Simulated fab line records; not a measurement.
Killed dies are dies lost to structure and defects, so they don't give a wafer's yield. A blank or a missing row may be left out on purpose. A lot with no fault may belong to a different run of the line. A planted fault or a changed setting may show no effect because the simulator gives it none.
Matching of chambers | flow berkeleyCmos170 | 4 sister chambers for UCB170_V1_CMP_02 on cmp-01
The step polishes SiO2. 4 wafers are shown with their chamber, then 8 later ones without.

## WAFERS WITH THEIR CHAMBER
wafer  | chamber | motorCurrentA (A)
L709.1 | 0       | 16.6
L708.1 | 2       | 12.8
L708.3 | 3       | 17.7
L716.1 | 1       | 12.7

## WAFERS WITH NO CHAMBER GIVEN
wafer  | motorCurrentA (A)
L716.4 | 13.0
L716.5 | 12.1
L721.2 | 12.6
L721.3 | 12.5
L721.4 | 17.3
L729.1 | 13.7
L729.2 | 16.4
L729.4 | 17.6

## EACH ONE'S CHAMBER
wafer  | from the rows above     | in truth
L716.4 | can't be placed: 2 or 1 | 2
L716.5 | can't be placed: 1 or 2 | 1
L721.2 | can't be placed: 1 or 2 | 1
L721.3 | can't be placed: 1 or 2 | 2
L721.4 | can't be placed: 3 or 0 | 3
L729.1 | can't be placed: 2 or 1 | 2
L729.2 | 0                       | 0
L729.4 | 3                       | 3
Correctly placed: 2 of 8. Cannot be placed on the basis of these rows: 6; the candidates contain the true chamber in 6. Placed wrongly: 0.
How it was worked out, from the rows above alone: a wafer's distance from a chamber is the root of the sum, over the readings, of the square of ((its reading less the chamber's mean) divided by the reading's scatter). If the next closest chamber is less than 2 further off than the closest, the wafer can't be placed; otherwise it belongs to the closest. For every chamber, the mean is computed from those of its wafers that are shown. The scatter: with one shown wafer a chamber, the root of the mean of the squares of how far each hidden wafer lies from its nearest shown one.
